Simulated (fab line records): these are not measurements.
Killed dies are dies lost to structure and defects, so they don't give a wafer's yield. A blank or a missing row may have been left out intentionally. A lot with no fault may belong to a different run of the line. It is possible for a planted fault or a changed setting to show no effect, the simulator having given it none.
What tool caused it? + flow berkeley_cmos170 + route of 331 steps, sampled at 1 step: 13 lots, 39 wafers

== WHAT THE GAUGES READ, wafer by wafer ==
UCB170_ACTIVE_THK_MEAS_06. Usual: ACTIVE_NITRIDE_THK 220.2 nm, standard deviation 2.1.
| lot  | measured    | on            | ACTIVE_NITRIDE_THK (nm) | flag |
|------|-------------|---------------|-------------------------|------|
| L867 | day 4 03:42 | film_metro-02 | 218.3 218.0 218.4       |      |
| L868 | day 4 10:26 | film_metro-02 | 218.2 218.4 218.3       |      |
| L869 | day 5 01:22 | film_metro-02 | 220.8 221.1 221.1       |      |
| L870 | day 5 01:22 | film_metro-01 | 224.0 222.6 221.4       |      |
| L871 | day 5 15:41 | film_metro-01 | 218.0 218.0 218.4       |      |
| L872 | day 5 15:41 | film_metro-02 | 219.8 222.3 218.5       |      |
| L873 | day 5 23:11 | film_metro-01 | 223.9 223.8 222.8       |      |
| L875 | day 6 09:01 | film_metro-01 | 222.8 221.9 221.6       |      |
| L877 | day 6 09:05 | film_metro-01 | 223.8 224.1 225.8       |      |
| L880 | day 7 11:50 | film_metro-04 | 221.3 220.4 221.2       |      |
| L882 | day 7 13:44 | film_metro-02 | 216.2 220.4 218.7       |      |
| L885 | day 8 08:13 | film_metro-04 | 220.5 220.4 217.5       |      |
| L889 | day 8 20:08 | film_metro-01 | 221.5 220.4 220.4       |      |

== WHAT TOOL EACH LOT RAN ON (gives the tool, then ch and the chambers of the sampled wafers, and finally the start) ==
No process step before these readings appears in the record.

== AS READ BY THE TOOLS THEMSELVES (means over the sampled wafers that have a number; for cases with no such wafer, the mark the record gives instead) ==
The record holds no such reading with a usual standard deviation.

== THE ANSWER, worked out from the rows above alone ==
Rule: lot off if the mean of its wafers having a number is beyond 3 standard deviations from the usual mean. Also off: a lot with no number at a reading for which 4 or more lots have one. The other lots that the step has rows for count as sound. The gauges are gone through in route order, then the tools' own readings, and for those a lot's mean is taken as printed above. The first step at which some lot is off is used, and at that step the reading that is off furthest; a lot without a number counts as furthest.
No lot is off at any reading shown: from this, nothing can be told.

== WHAT WAS PUT IN BY THE SIMULATOR ==
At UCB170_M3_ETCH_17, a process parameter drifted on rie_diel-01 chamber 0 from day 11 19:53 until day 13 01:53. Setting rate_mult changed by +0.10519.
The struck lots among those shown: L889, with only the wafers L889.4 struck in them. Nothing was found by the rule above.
